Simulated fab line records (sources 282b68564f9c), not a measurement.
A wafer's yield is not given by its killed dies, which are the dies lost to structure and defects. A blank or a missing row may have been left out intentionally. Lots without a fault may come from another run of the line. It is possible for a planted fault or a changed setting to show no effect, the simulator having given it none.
2 desks, one fault | flow rit_cmos | each desk holds nothing but its own numbers, with what lay behind them at the end

## THE METROLOGY DESK
What the gauges read for every lot (on any tool): the sampled wafers with a number, averaged. If a lot's mean is further than 4 standard deviations from the usual mean, the lot is out of limits and carries the mark OUT (the distance appears in the brackets).
Columns: A = ACTIVE_NITRIDE_THK at RIT_ACTIVE_THK_MEAS_04, usual 150.2 nm; B = cd_nm at RIT_ACTIVE_CD_MEAS_11, usual 1400.3 nm; C = PLDD_TW at RIT_PLDD_TW_MEAS_10, usual 2393; D = PLDD_RS at RIT_SDANNEAL_RS_MEAS_06, usual 177.8 ohm/sq
lot  | first seen here | A     | B      | C              | D
L332 | day 1 13:32     | 150.7 | 1400.5 | 2414           | 178.1
L333 | day 1 18:32     | 147.8 | 1403.2 | 2379           | 178.5
L334 | day 1 23:32     | 150.2 | 1399.1 | 2411           | 177.8
L335 | day 2 04:32     | 151.5 | 1398.7 | 2390           | 177.4
L337 | day 2 14:32     | 149.0 | 1402.8 | 2379           | 177.6
L338 | day 2 19:33     | 149.0 | 1403.5 | 2400           | 177.5
L339 | day 3 02:31     | 150.3 | 1396.7 | 2399           | 178.0
L341 | day 3 10:32     | 150.0 | 1398.6 | 2370           | 177.4
L342 | day 3 15:32     | 151.6 | 1401.1 | 2363           | 178.3
L344 | day 4 02:34     | 150.6 | 1402.2 | 2409           | 177.9
L345 | day 4 06:48     | 150.6 | 1402.5 | 2422           | 177.2
L352 | day 5 17:53     | 148.7 | 1401.0 | 2660 (+17) OUT | 156.4 (-44) OUT
L353 | day 5 23:03     | 148.5 | 1402.1 | 2669 (+17) OUT | 156.0 (-45) OUT
L354 | day 6 03:32     | 149.4 | 1400.8 | 2389           | 178.4
This desk's result: L352, L353 out of limits, first on L352 (PLDD_TW at RIT_PLDD_TW_MEAS_10), day 7 03:02. L332, L333, L334, L335, L337, L338, L339, L341, L342, L344, L345, L354: within limits.

## FOR THE TOOL OWNER'S DESK: implanter-03
The tool's own readings at RIT_PLDD_IMPLANT_08: means of the sampled wafers that have a number, for each lot that ran on this tool. If a lot's mean is further than 4 standard deviations from the usual mean, the lot is out of limits and carries the mark OUT (the distance appears in the brackets).
Columns: A = dose_ions_cm2 at RIT_PLDD_IMPLANT_08, usual 9e+14; B = end_station_pressure_torr at RIT_PLDD_IMPLANT_08, usual 7.3e-06 Torr; C = faraday_current_uA at RIT_PLDD_IMPLANT_08, usual 2816
lot  | first seen here | A                       | B                  | C
L332 | day 2 18:46     | 9e+14                   | 7.1e-06            | 2816
L334 | day 3 09:25     | 9e+14                   | 7.4e-06            | 2858
L335 | day 3 11:36     | 9e+14                   | 7.5e-06            | 2788
L338 | day 4 01:56     | 9e+14                   | 7.2e-06            | 2793
L341 | day 4 16:24     | 9e+14                   | 7.6e-06            | 2801
L342 | day 4 21:41     | 9e+14                   | 7.5e-06            | 2823
L352 | day 7 02:43     | 1e+15 (+99 or more) OUT | 8.2e-06            | 4475 (+30) OUT
L353 | day 7 05:07     | 1e+15 (+99 or more) OUT | 8.9e-06 (+4.0) OUT | 4539 (+31) OUT
This desk's finding: out of limits on L352, L353; first on L352, day 7 02:43 (dose_ions_cm2 at RIT_PLDD_IMPLANT_08). L332, L334, L335, L338, L341, L342: within limits.

## BROUGHT TOGETHER
An alarm could have come from the tool owner's desk at day 7 02:43, on L352, L353.
On L352, L353, the metrology desk was in a position to raise an alarm at day 7 03:02.
RIT_PLDD_IMPLANT_08 was run on implanter-03 by each of the lots named.

## WHAT THE SIMULATOR PUT IN
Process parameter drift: implanter-03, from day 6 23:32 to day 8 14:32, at RIT_PLDD_IMPLANT_08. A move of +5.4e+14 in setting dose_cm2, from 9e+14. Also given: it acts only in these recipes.
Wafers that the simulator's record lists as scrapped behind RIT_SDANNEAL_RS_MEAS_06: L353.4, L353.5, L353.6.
Struck lots among those shown: L352, L353.
Fault start to first reading out of limits, in hours, per desk: tool owner, 3; metrology, 4.
